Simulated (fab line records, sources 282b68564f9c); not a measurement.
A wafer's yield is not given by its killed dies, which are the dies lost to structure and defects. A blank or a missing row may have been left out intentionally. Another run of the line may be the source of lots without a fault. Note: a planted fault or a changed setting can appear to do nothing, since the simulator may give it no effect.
fab line records	flow ritCmos
[record] lots = 7	wafers = 21	lastDay = 8
route steps=202 shown NSD@138 PSD@142 SDANNEAL@153 M1@202
lots that met no fault: taken from a fault-free run of the same line
startH: hours from the record's opening day to when the first of the lot's shown wafers began	waitH: hours since the lot's step before	" as in the row above	L1.1+2: several wafers, shown together as one row	- no value, or no start given	* or withheld: withheld	< > ~ a bound
route shown NAME@n: names a module that has steps shown in the file, with the first one's number in the route	usual: mean and standard deviation over wafers with no fault	same: alike in all rows	chamber/n: place in a boat	sites: each site's reading	_std_site: their standard deviation	_edge_site: outer sites' mean less inner sites'	radiusMm: for every site, how far away it sits from the centre of the wafer	mask NAME#n: copy n	behind: the last tool/chamber to shape the wafer	hold: the reason the lot was held/the length of the hold in hours/how it ended	device: which transistor (n, p or np) failed to switch	end of line: tests run on the same wafers once the route is complete	where a step has no rows: the recipe by itself	killed: at the first sort, the dies lost to defects and structure; wafer yield is something else	map: a wafer's dies, marking killed ones x, the rest . and places with no die _
set.NAME: the setting the step ran with; set.NAME@STEP: the setting that earlier step ran with	model.NAME: the simulator's own value behind a step, which no gauge read
a table for each step, a row for each wafer; lots at some steps of the route
services: from which hour (startH, from the record's first day; less than 0 if before it) a tool's chamber was out of use, for how many hours, and why
[[steps]]
[step RIT_NSD_HARDBAKE_07]
[recipe] resist = NOVOLAK	tempC = 140	timeS = 60
[step RIT_NSD_IMPLANT_08]
[recipe] species = P	energyKev = 25	doseCm2 = 1e+15	tiltDeg = 7
[step RIT_NSD_STRIP_09]
[recipe] chemistry = O2	timeS = 180	resist = NOVOLAK	platenTempC = withheld	powerW = 500	pressureMtorr = 4000	o2FlowSccm = 4000
[usual] drypumpMotorCurrentA = 5.5/0.32	o2FlowSccm = 3999/13
lot.wafer	tool	chamber	startH	waitH	drypumpMotorCurrentA	o2FlowSccm	rfHoursCounterH
L528.1	plasmaAsher-01	0	53.75	0.1	5.8	3995	39
L528.3	"	0	"	"	5.8	3989	-
L528.5	"	1	"	"	5.3	4005	-
L537.1	plasmaAsher-01	1	99.74	0.1	5.3	3955	44
L537.4	"	0	"	"	5.7	3984	-
L537.6	"	1	"	"	5.3	3971	-
L539.1	plasmaAsher-01	1	111.65	0.1	5.2	4013	45
L539.2	"	0	"	"	5.7	4007	45
L539.4	"	0	"	"	5.7	4017	-
L540.1	plasmaAsher-01	0	113.98	0.1	5.7	4016	46
L540.2	"	1	"	"	5.3	4002	46
L540.3	"	1	"	"	5.3	4013	-
L541.1	plasmaAsher-02	1	118.48	0.1	5.4	3987	0
L541.2	"	0	"	"	6.4	3984	0
L541.4	"	0	"	"	6.4	4015	-
L547.1	plasmaAsher-01	1	169.27	0.1	5.3	3996	51
L547.5	"	0	"	"	5.7	3995	-
L547.6	"	1	"	"	5.3	4007	-
L550.1	plasmaAsher-04	0	190.09	0.1	5.2	4021	41
L550.5	"	0	"	"	5.2	4009	-
L550.6	"	1	"	"	5.4	3991	-
[step RIT_NSD_TW_MEAS_10]
[usual] NSD_TW = 3135/17
lot.wafer	tool	chamber	startH	waitH	NSD_TW
L528.1	filmMetro-01	-	53.93	0.1	3125
L528.3	"	-	"	"	3115
L528.5	"	-	"	"	3137
L537.1	filmMetro-01	-	99.91	0.1	3112
L537.4	"	-	"	"	3112
L537.6	"	-	"	"	3113
L539.1	filmMetro-01	-	111.83	0.1	3132
L539.2	"	-	"	"	3110
L539.4	"	-	"	"	3106
L540.1	filmMetro-02	-	114.16	0.1	3155
L540.2	"	-	"	"	3150
L540.3	"	-	"	"	3153
L541.1	filmMetro-04	-	118.65	0.1	3159
L541.2	"	-	"	"	3142
L541.4	"	-	"	"	3145
L547.1	filmMetro-02	-	169.45	0.1	3122
L547.5	"	-	"	"	3118
L547.6	"	-	"	"	3116
L550.1	filmMetro-04	-	190.27	0.1	3135
L550.5	"	-	"	"	3140
L550.6	"	-	"	"	3162
[step RIT_PSD_HMDS_00]
[recipe] primeTimeS = 60	primeTempC = 140
[step RIT_PSD_COAT_01]
[recipe] resist = NOVOLAK	spinRpm = 3250	resistThkNm = 1000
[step RIT_PSD_SOFTBAKE_02]
[recipe] resist = NOVOLAK	tempC = 89.49	timeS = 60
[step RIT_PSD_EXPOSE_03]
[recipe] maskId = M10	na = 0.57	targetCdNm = 40900	doseMj = 250
[step RIT_PSD_PEB_04]
[recipe] resist = NOVOLAK	tempC = withheld	timeS = withheld
[step RIT_PSD_DEVELOP_05]
[recipe] resist = NOVOLAK	developTimeS = 48.93	devTempC = 23
[step RIT_PSD_OVL_MEAS_06]
[usual] PSD_OVL = 0.7/1.4
lot.wafer	tool	chamber	startH	waitH	PSD_OVL[nm]
L528.1	overlay-01	-	54.99	-	3.0
L528.3	"	-	"	"	2.3
L528.5	"	-	"	"	3.4
L537.1	overlay-02	-	100.82	-	1.5
L537.4	"	-	"	"	1.9
L537.6	"	-	"	"	3.3
L539.1	overlay-01	-	112.74	-	0.0
L539.2	"	-	"	"	1.3
L539.4	"	-	"	"	0.8
L540.1	overlay-01	-	115.07	-	0.6
L540.2	"	-	"	"	0.5
L540.3	"	-	"	"	1.6
L541.1	overlay-01	-	119.56	-	1.1
L541.2	"	-	"	"	-0.7
L541.4	"	-	"	"	1.4
L547.1	overlay-02	-	170.36	-	2.5
L547.5	"	-	"	"	2.6
L547.6	"	-	"	"	1.0
L550.1	overlay-02	-	191.68	-	0.5
L550.5	"	-	"	"	1.4
L550.6	"	-	"	"	0.4
[step RIT_PSD_HARDBAKE_07]
[recipe] resist = NOVOLAK	tempC = 140	timeS = 60
[step RIT_PSD_IMPLANT_08]
[recipe] species = BF2	energyKev = 27	doseCm2 = 5e+15	tiltDeg = 7
[usual] beamOnS = 12.4/0.8	doseIonsCm2 = 5e+15/5.1e+12
lot.wafer	tool	chamber	startH	waitH	beamOnS	doseIonsCm2
L528.1	implanter-04	0	55.18	0.1	11.4	4.996e+15
L528.3	"	0	"	"	11.8	5e+15
L528.5	"	0	"	"	11.8	4.997e+15
L537.1	implanter-01	0	101.01	0.1	13.6	4.993e+15
L537.4	"	0	"	"	13.3	4.994e+15
L537.6	"	0	"	"	13.1	4.991e+15
L539.1	implanter-04	0	113.10	0.1	21.4	9.25e+15
L539.2	"	0	"	"	20.7	9.252e+15
L539.4	"	0	"	"	21.7	9.261e+15
L540.1	implanter-04	0	115.25	0.1	21.3	9.256e+15
L540.2	"	0	"	"	20.7	9.261e+15
L540.3	"	0	"	"	20.8	9.259e+15
L541.1	implanter-04	0	119.75	0.1	22.8	9.245e+15
L541.2	"	0	"	"	20.4	9.244e+15
L541.4	"	0	"	"	21.5	9.248e+15
L547.1	implanter-02	0	170.56	0.1	12.7	4.997e+15
L547.5	"	0	"	"	12.6	5.001e+15
L547.6	"	0	"	"	12.7	5.001e+15
L550.1	implanter-02	0	191.86	0.1	12.6	4.996e+15
L550.5	"	0	"	"	12.3	5.003e+15
L550.6	"	0	"	"	12.7	5.002e+15
[step RIT_PSD_STRIP_09]
[recipe] chemistry = O2	timeS = 180	resist = NOVOLAK	platenTempC = withheld	powerW = 500	pressureMtorr = 4000	o2FlowSccm = 4000
[usual] drypumpMotorCurrentA = 5.6/0.38	o2FlowSccm = 3999/13
lot.wafer	tool	chamber	startH	waitH	drypumpMotorCurrentA	o2FlowSccm	rfHoursCounterH
L528.1	plasmaAsher-01	0	55.33	0.1	5.7	3997	39
L528.3	"	0	"	"	5.8	4006	-
L528.5	"	1	"	"	5.3	3994	-
L537.1	plasmaAsher-03	1	101.16	0.1	6.1	3995	44
L537.4	"	0	"	"	6.2	4024	-
L537.6	"	0	"	"	6.2	3999	-
L539.1	plasmaAsher-04	1	113.25	0.1	5.4	3991	35
L539.2	"	0	"	"	5.2	3993	35
L539.4	"	0	"	"	5.2	4010	-
L540.1	plasmaAsher-01	1	115.40	0.1	5.3	3996	46
L540.2	"	0	"	"	5.7	3996	46
L540.3	"	1	"	"	5.3	3988	-
L541.1	plasmaAsher-04	0	119.90	0.1	5.2	4023	36
L541.2	"	1	"	"	5.3	3990	36
L541.4	"	1	"	"	5.3	4001	-
L547.1	plasmaAsher-04	0	170.71	0.1	5.2	4009	39
L547.5	"	0	"	"	5.2	4005	-
L547.6	"	1	"	"	5.4	3995	-
L550.1	plasmaAsher-01	1	192.01	0.1	5.3	3978	53
L550.5	"	1	"	"	5.3	3976	-
L550.6	"	0	"	"	5.7	4006	-
[step RIT_PSD_TW_MEAS_10]
[usual] PSD_TW = 3445/18
lot.wafer	tool	chamber	startH	waitH	PSD_TW
L528.1	filmMetro-02	-	55.50	0.1	3451
L528.3	"	-	"	"	3445
L528.5	"	-	"	"	3450
L537.1	filmMetro-01	-	101.33	0.1	3418
L537.4	"	-	"	"	3430
L537.6	"	-	"	"	3427
L539.1	filmMetro-04	-	113.43	0.1	3624
L539.2	"	-	"	"	3627
L539.4	"	-	"	"	3623
L540.1	filmMetro-01	-	115.58	0.1	3589
L540.2	"	-	"	"	3566
L540.3	"	-	"	"	3551
L541.1	filmMetro-02	-	120.08	0.1	3613
L541.2	"	-	"	"	3589
L541.4	"	-	"	"	3602
L547.1	filmMetro-01	-	170.89	0.1	3411
L547.5	"	-	"	"	3431
L547.6	"	-	"	"	3438
L550.1	filmMetro-02	-	192.19	0.1	3451
L550.5	"	-	"	"	3461
L550.6	"	-	"	"	3436
[step RIT_SDANNEAL_CLEAN_00]
[recipe] chemistry = SC1	mix = 3:3:50	timeS = 600	tempC = 75
[step RIT_SDANNEAL_CLEAN_01]
[recipe] chemistry = dHF	dilution = 50:1	timeS = 30
[step RIT_SDANNEAL_CLEAN_02]
[recipe] chemistry = SC2	mix = 3:3:50	timeS = 600	tempC = 75	dry = n2Spin
[step RIT_SDANNEAL_RTA_03]
[recipe] tempC = 1050	timeS = 5	idleTempC = 600	rampUpCPerS = 342	rampDownCPerS = 171	coolToC = 600	ambient = N2
[usual] rampUpCPerS = 342.00/0.058	wafer_temp_C_max = 1053.6/1.2
lot.wafer	tool	chamber	startH	waitH	rampUpCPerS	wafer_temp_C_max
L528.1	rtpAnneal-02	0	56.28	0.0	341.97	1051.8
L528.3	"	0	"	"	341.98	1053.3
L528.5	"	0	"	"	341.97	1051.6
L537.1	rtpAnneal-01	0	101.76	0.0	341.93	1054.4
L537.4	"	0	"	"	342.05	1053.7
L537.6	"	0	"	"	342.02	1054.9
L539.1	rtpAnneal-01	0	113.85	0.0	342.05	1053.0
L539.2	"	0	"	"	341.99	1052.1
L539.4	"	0	"	"	341.94	1054.3
L540.1	rtpAnneal-02	0	116.01	0.0	342.05	1053.7
L540.2	"	0	"	"	342.04	1054.0
L540.3	"	0	"	"	342.00	1051.8
L541.1	rtpAnneal-01	0	120.50	0.0	342.00	1054.1
L541.2	"	0	"	"	342.07	1052.5
L541.4	"	0	"	"	341.96	1051.9
L547.1	rtpAnneal-01	0	171.32	0.0	342.01	1051.7
L547.5	"	0	"	"	342.06	1055.4
L547.6	"	0	"	"	341.99	1053.9
L550.1	rtpAnneal-02	0	192.63	0.0	341.98	1052.9
L550.5	"	0	"	"	342.01	1054.7
L550.6	"	0	"	"	341.99	1054.2
[step RIT_SDANNEAL_RS_MEAS_04]
[recipe] thkMeasGauge = four-point-probe
[usual] PSD_RS = 115.8/0.3
lot.wafer	tool	chamber	startH	waitH	PSD_RS[ohm/sq]
L528.1	filmMetro-04	-	56.34	0.0	115.6
L528.3	"	-	"	"	115.8
L528.5	"	-	"	"	115.7
L537.1	filmMetro-02	-	101.82	0.0	116.2
L537.4	"	-	"	"	115.9
L537.6	"	-	"	"	116.4
L539.1	filmMetro-01	-	113.91	0.0	108.4
L539.2	"	-	"	"	108.3
L539.4	"	-	"	"	108.4
L540.1	filmMetro-02	-	116.06	0.0	108.8
L540.2	"	-	"	"	108.4
L540.3	"	-	"	"	108.8
L541.1	filmMetro-01	-	120.56	0.0	108.4
L541.2	"	-	"	"	108.6
L541.4	"	-	"	"	108.4
L547.1	filmMetro-01	-	171.37	0.0	115.8
L547.5	"	-	"	"	116.4
L547.6	"	-	"	"	116.2
L550.1	filmMetro-01	-	192.69	0.0	115.8
L550.5	"	-	"	"	115.3
L550.6	"	-	"	"	115.6
[step RIT_SDANNEAL_RS_MEAS_05]
[recipe] thkMeasGauge = four-point-probe
[usual] NSD_RS = 84.55/0.27
lot.wafer	tool	chamber	startH	waitH	NSD_RS[ohm/sq]
L528.1	filmMetro-04	-	56.46	0.1	84.50
L528.3	"	-	"	"	84.51
L528.5	"	-	"	"	84.26
L537.1	filmMetro-02	-	101.94	0.1	85.06
L537.4	"	-	"	"	84.73
L537.6	"	-	"	"	84.98
L539.1	filmMetro-01	-	114.03	0.1	84.59
L539.2	"	-	"	"	84.61
L539.4	"	-	"	"	84.42
L540.1	filmMetro-02	-	116.18	0.1	84.92
L540.2	"	-	"	"	84.85
L540.3	"	-	"	"	84.66
L541.1	filmMetro-01	-	120.68	0.1	84.71
L541.2	"	-	"	"	85.18
L541.4	"	-	"	"	84.89
L547.1	filmMetro-01	-	171.49	0.1	84.37
L547.5	"	-	"	"	84.36
L547.6	"	-	"	"	84.35
L550.1	filmMetro-01	-	192.81	0.1	84.74
L550.5	"	-	"	"	84.40
L550.6	"	-	"	"	84.52
[step RIT_M1_PROBE_99]
[usual] killedAtContacts = 0.1/0.25	killedAtFrontEnd = 7/3.3	killedDies = 7/3.2	killedOpen = 3.6/2.2	killedShort = 3.5/2
[same] grossDies = 264	killed_at_M0_to_M3 = 0	killed_at_M4_up = 0	killedAtBackSide = 0	killedAtOther = 0
lot.wafer	tool	chamber	startH	waitH	killedAtContacts	killedAtFrontEnd	killedDies	killedOpen	killedShort
L539.1	prober-02	-	121.45	0.1	0	7	7	2	5
L539.2	prober-02	-	121.50	0.1	0	6	6	0	6
L539.4	prober-02	-	121.60	0.2	1	5	6	4	2
L540.1	prober-01	-	123.35	0.1	0	6	6	3	3
L540.2	prober-01	-	123.40	0.1	0	14	14	8	6
L540.3	prober-01	-	123.45	0.2	0	6	6	3	3
L541.1	prober-02	-	128.05	0.1	0	12	12	5	7
L541.2	prober-02	-	128.10	0.1	0	6	6	3	3
L541.4	prober-02	-	128.20	0.2	0	15	15	6	9
L550.1	prober-01	-	200.62	0.1	1	5	6	3	3
L550.5	prober-01	-	200.82	0.2	0	3	3	2	1
L550.6	prober-01	-	200.87	0.2	0	5	5	4	1
// killed by level:class
L539.1 GATE:geometricParticle:short=3 GATE:geometricParticle:open=2 SILICIDE:geometricParticle:short=2
L539.2 GATE:geometricParticle:short=3 REOX:geometricParticle:short=2 SILICIDE:geometricParticle:short=1
L539.4 GATE:geometricParticle:open=2 FOX2:geometricParticle:open=1 SPACER:geometricParticle:short=1 SILICIDE:geometricParticle:short=1 CONTACT:geometricParticle:open=1
L540.1 GATE:geometricParticle:open=3 FOX2:geometricParticle:short=1 GATE:geometricParticle:short=1 SILICIDE:geometricParticle:short=1
L540.2 GATE:geometricParticle:open=4 GATE:geometricParticle:short=4 FOX1:geometricParticle:open=2 FOX2:geometricParticle:short=1 FOX2:geometricParticle:open=1 REOX:geometricParticle:short=1 REOX:geometricParticle:open=1
L540.3 GATE:geometricParticle:open=2 FOX2:geometricParticle:short=1 GATE:geometricParticle:short=1 REOX:geometricParticle:open=1 SPACER:geometricParticle:short=1
L541.1 GATE:geometricParticle:short=5 GATE:geometricParticle:open=4 REOX:geometricParticle:open=1 REOX:geometricParticle:short=1 SPACER:geometricParticle:short=1
L541.2 GATE:geometricParticle:open=3 SPACER:geometricParticle:short=2 GATE:geometricParticle:short=1
L541.4 GATE:geometricParticle:short=5 GATE:geometricParticle:open=5 REOX:geometricParticle:short=2 SPACER:geometricParticle:short=2 REOX:geometricParticle:open=1
L550.1 FOX1:geometricParticle:short=2 FOX1:geometricParticle:open=1 FOX2:geometricParticle:open=1 GATE:geometricParticle:open=1 CONTACT:geometricParticle:short=1
L550.5 FOX1:geometricParticle:short=1 GATE:geometricParticle:open=1 SPACER:geometricParticle:open=1
L550.6 FOX1:geometricParticle:short=1 FOX1:geometricParticle:open=1 FOX2:geometricParticle:open=1 SPACER:geometricParticle:open=1 SILICIDE:geometricParticle:open=1
[[services]]
tool	chamber	startH	hours	kind
plasmaAsher-03	-	41.29	28.1	pm
plasmaAsher-02	-	57.74	2.3	repair
plasmaAsher-03	-	102.36	0.6	repair
plasmaAsher-02	-	108.75	9.0	pm
plasmaAsher-02	0	108.75	9.0	ventCycle
plasmaAsher-02	1	108.75	9.0	ventCycle
plasmaAsher-02	0	117.75	-	clean
plasmaAsher-02	1	117.75	-	clean
implanter-04	-	124.59	4.6	pm
implanter-02	-	135.65	5.0	pm
plasmaAsher-04	-	142.29	2.6	repair
[[key]]
[firstSign] step = RIT_PSD_IMPLANT_08	reading = doseIonsCm2	direction = up	sigmas = 99+	usual = 5e+15	struck = 9.253e+15
[effect] step = RIT_PSD_IMPLANT_08	reading = beamOnS	direction = up	sigmas = 11	usual = 12.4	struck = 21.3
[effect] step = RIT_PSD_TW_MEAS_10	reading = PSD_TW	direction = up	sigmas = 8.7	usual = 3445	struck = 3598
[effect] step = RIT_SDANNEAL_RS_MEAS_04	reading = PSD_RS	direction = down	sigmas = 24	usual = 115.8	struck = 108.5
metAt RIT_PSD_IMPLANT_08
struckWafers L539.1,L539.2,L539.4,L540.1,L540.2,L540.3,L541.1,L541.2,L541.4
testerLeftOut L539,L540,L541
onsetBetween 55.18 113.10
[fault] kind = processParameterDrift	tool = implanter-04	chamber = -	onsetH = 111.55	steps = RIT_PSD_IMPLANT_08	channel = doseCm2	offset = 4.2498e+15	shape = step	endH = 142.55	actsIn = theseRecipesOnly	stated = 5e+15
// testerLeftOut: of these lots the tester's yield and bins aren't shown, on N5 and GAA mostly nor the transistor test; their killed dies are dies lost to structure and defects alone, not to doping, threshold or leakage, so they don't give the yield
